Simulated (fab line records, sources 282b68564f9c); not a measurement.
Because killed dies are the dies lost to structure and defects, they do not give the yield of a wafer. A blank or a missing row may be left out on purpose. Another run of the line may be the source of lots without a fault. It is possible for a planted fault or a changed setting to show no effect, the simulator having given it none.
2 desks looking at one fault ; flow rit-cmos ; every desk sees just its own numbers, and what lay behind them comes last

## THE METROLOGY DESK
Means of the sampled wafers that have a number, per lot and without regard to the tool the lot ran on: this is what the gauges read. The brackets show how far a lot's mean lies from the usual mean; more than 4 standard deviations puts the lot out of limits, marked OUT.
Columns: A = FOX1_OXIDE_THK at RIT_FOX1_THK_MEAS_01, usual 354 nm
lot;first seen here;A
L138;day 1 18:13;351
L139;day 2 00:11;357
L140;day 2 03:01;358
L141;day 2 10:46;355
L143;day 2 19:04;368
L144;day 3 00:28;362
L145;day 3 05:23;346
L146;day 3 10:58;354
L147;day 3 14:08;409 (+7.9) OUT
L151;day 4 11:14;408 (+7.8) OUT
L152;day 4 15:39;357
L155;day 5 07:44;354
L157;day 5 16:14;346
L160;day 6 08:05;360
This desk's result: L147, L151 out of limits, first on L147 (FOX1_OXIDE_THK at RIT_FOX1_THK_MEAS_01), day 3 14:08. L138, L139, L140, L141, L143, L144, L145, L146, L152, L155, L157, L160 stayed within limits.

## FOR THE TOOL OWNER'S DESK: furnace-03
The tool's own readings at RIT_FOX1_OXIDATION_00 (target thk 350.7 nm, ox time 1130 s): means of the sampled wafers that have a number, for each lot that ran on this tool. The brackets show how far a lot's mean lies from the usual mean; more than 4 standard deviations puts the lot out of limits, marked OUT.
Columns: A = spike-tc-centre-C at RIT_FOX1_OXIDATION_00, usual 1102.3 C; B = spike-tc-load-C at RIT_FOX1_OXIDATION_00, usual 1124.4 C; C = spike-tc-source-C at RIT_FOX1_OXIDATION_00, usual 1123 C; D = tube-center-temp-C at RIT_FOX1_OXIDATION_00, usual 1100 C; E = tube_center_temp_C_max at RIT_FOX1_OXIDATION_00, usual 1102.9; F = zone-power-source-pct at RIT_FOX1_OXIDATION_00, usual 42.5 %
lot;first seen here;A;B;C;D;E;F
L138;day 1 16:52;1101.7;1122.6;1126;1100;1103.1;41.4
L141;day 2 09:28;1102.8;1124.3;1126;1100;1102.6;41.4
L145;day 3 04:03;1100.8;1122.4;1126;1100;1102.9;41.1
L146;day 3 09:39;1100.9;1123.5;1126;1100;1102.4;41.0
L147;day 3 12:49;1137.4 (+32) OUT;1157.9 (+19) OUT;1161 (+11) OUT;1135 (+99 or more) OUT;1138.2 (+69) OUT;44.9
L151;day 4 09:54;1136.9 (+31) OUT;1158.8 (+19) OUT;1162 (+12) OUT;1135 (+99 or more) OUT;1138.3 (+69) OUT;44.4
Finding of this desk: L147, L151 out of limits; the first was L147 at day 3 12:49, on spike-tc-centre-C at RIT_FOX1_OXIDATION_00. L138, L141, L145, L146 stayed within limits.

## ALL TOGETHER
The tool owner's desk had the chance to raise an alarm at day 3 12:49 on L147, L151.
An alarm was possible from the metrology desk at day 3 14:08, on L147, L151.
On furnace-03, each named lot ran RIT_FOX1_OXIDATION_00.

## WHAT HAD BEEN PUT IN BY THE SIMULATOR
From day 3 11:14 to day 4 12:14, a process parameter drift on furnace-03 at RIT_FOX1_OXIDATION_00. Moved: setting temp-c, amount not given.
Struck lots among those shown: L147, L151.
Fault start to first reading out of limits, in hours, per desk: tool owner, 2; metrology, 3.
